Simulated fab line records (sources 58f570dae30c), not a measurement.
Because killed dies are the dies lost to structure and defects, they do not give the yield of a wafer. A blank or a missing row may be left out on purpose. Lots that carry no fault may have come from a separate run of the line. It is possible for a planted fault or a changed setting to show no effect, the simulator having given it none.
2 desks looking at one fault    flow berkeley_cmos170    each desk has only its own numbers; what lay behind them comes last

== TOOL OWNER'S DESK, pvd_sputter-04 ==
The tool's own readings at UCB170_M1_SPUTTER_00 (material Al, target thk 600 nm, time 80 s): means of the sampled wafers that have a number, for each lot that ran on this tool. A lot is out of limits, marked OUT, if its mean lies more than 4 standard deviations from the usual mean; the brackets give that distance.
Columns: A = throttle_valve_pct at UCB170_M1_SPUTTER_00, usual 30.0 %
lot   first seen here  A
L712  day 9 12:40      30.0
L715  day 9 18:46      29.8
L716  day 10 11:32     29.7
L720  day 10 21:28     29.6
L724  day 11 11:50     29.6
This desk's finding: nothing out of limits on any of the 5 lots.

== THE METROLOGY DESK ==
Lot by lot, what the gauges showed, no matter which tool ran the lot: averages of those sampled wafers that carry a number. A lot is out of limits, marked OUT, if its mean lies more than 4 standard deviations from the usual mean; the brackets give that distance.
Columns: A = M1_AL_RS at UCB170_M1_RS_MEAS_01, usual 0.0486 ohm/sq; B = M1_AL_THK at UCB170_M1_THK_MEAS_02, usual 603 nm
lot   first seen here  A                 B
L704  day 7 11:00      0.0487            608
L705  day 7 23:24      0.0483            607
L706  day 8 05:20      0.0483            607
L707  day 8 05:32      0.0484            601
L708  day 8 14:25      0.0484            600
L709  day 9 07:07      0.0486            601
L711  day 9 07:52      0.0487            604
L713  day 9 12:44      0.0487            602
L712  day 9 12:46      0.0482            612
L714  day 9 18:38      0.0483            602
L715  day 9 18:50      0.0484            610
L716  day 10 11:37     0.0491            595
L720  day 10 21:34     0.0577 (+22) OUT  531 (-12) OUT
L724  day 11 11:55     0.0571 (+20) OUT  535 (-11) OUT
Per this desk, out of limits: L720, L724; the first was L720, day 10 21:34 (M1_AL_RS at UCB170_M1_RS_MEAS_01). In limits: L704, L705, L706, L707, L708, L709, L711, L713, L712, L714, L715, L716.

== TAKEN TOGETHER ==
Metrology desk: alarm possible at day 10 21:34 on L720, L724.
The desk of the tool owner found nothing out of limits.
On record at the tool owner's desk: L720, L724, within its limits.
All the named lots went through UCB170_M1_SPUTTER_00 on pvd_sputter-04.

== WHAT THE SIMULATOR HAD PUT IN ==
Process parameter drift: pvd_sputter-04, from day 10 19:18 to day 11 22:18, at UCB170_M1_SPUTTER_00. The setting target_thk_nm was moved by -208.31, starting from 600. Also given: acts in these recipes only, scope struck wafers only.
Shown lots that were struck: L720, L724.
Hours from the fault's start to each desk's first reading out of limits: the metrology desk, 2.
